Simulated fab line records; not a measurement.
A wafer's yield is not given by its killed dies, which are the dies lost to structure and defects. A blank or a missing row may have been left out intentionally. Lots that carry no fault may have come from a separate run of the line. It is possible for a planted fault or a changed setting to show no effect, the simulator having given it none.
Which tool is to blame? + flow berkeley_cmos170 + 7 lots, 21 wafers sampled, at 1 step of a route of 331

## WHAT EACH GAUGE READ, for each wafer
UCB170_ACTIVE_THK_MEAS_06.
| lot  | measured    | on            | ACTIVE_NITRIDE_THK (nm) |
|------|-------------|---------------|-------------------------|
| L694 | day 4 15:35 | film_metro-03 | 216.9 218.0 217.8       |
| L697 | day 5 06:15 | film_metro-01 | 223.9 222.4 222.2       |
| L699 | day 6 00:04 | film_metro-02 | 221.1 221.2 222.4       |
| L704 | day 6 15:32 | film_metro-02 | 224.0 222.7 222.3       |
| L706 | day 7 17:14 | film_metro-02 | 220.5 219.9 220.1       |
| L711 | day 8 09:38 | film_metro-03 | 220.3 222.7 221.0       |
| L714 | day 8 20:57 | film_metro-01 | 223.2 224.6 223.8       |

## WHAT TOOL EACH LOT RAN ON (gives the tool, then ch and the chambers of the sampled wafers, and finally the start)
The record holds no process step before these readings.

## THE ANSWER, worked out from the rows above alone
Rule: the usual values come from the lots themselves. Put in order of their means at a reading, lots are off if they are a third of the lots or fewer, leave a main group of 4 or more, and stand apart from it by a gap of 3 or more times the standard deviation of the main group's means; of several such gaps the widest counts. If all means in a main group match to the digits the tables above print for the reading, that group is not used. A lot without any number at a reading at which 4 lots or more have one is off too. Any other lot the step has rows for is counted as sound.
None of the lots is off at any reading shown; this tells nothing.

## WHAT THE SIMULATOR HAD INSERTED
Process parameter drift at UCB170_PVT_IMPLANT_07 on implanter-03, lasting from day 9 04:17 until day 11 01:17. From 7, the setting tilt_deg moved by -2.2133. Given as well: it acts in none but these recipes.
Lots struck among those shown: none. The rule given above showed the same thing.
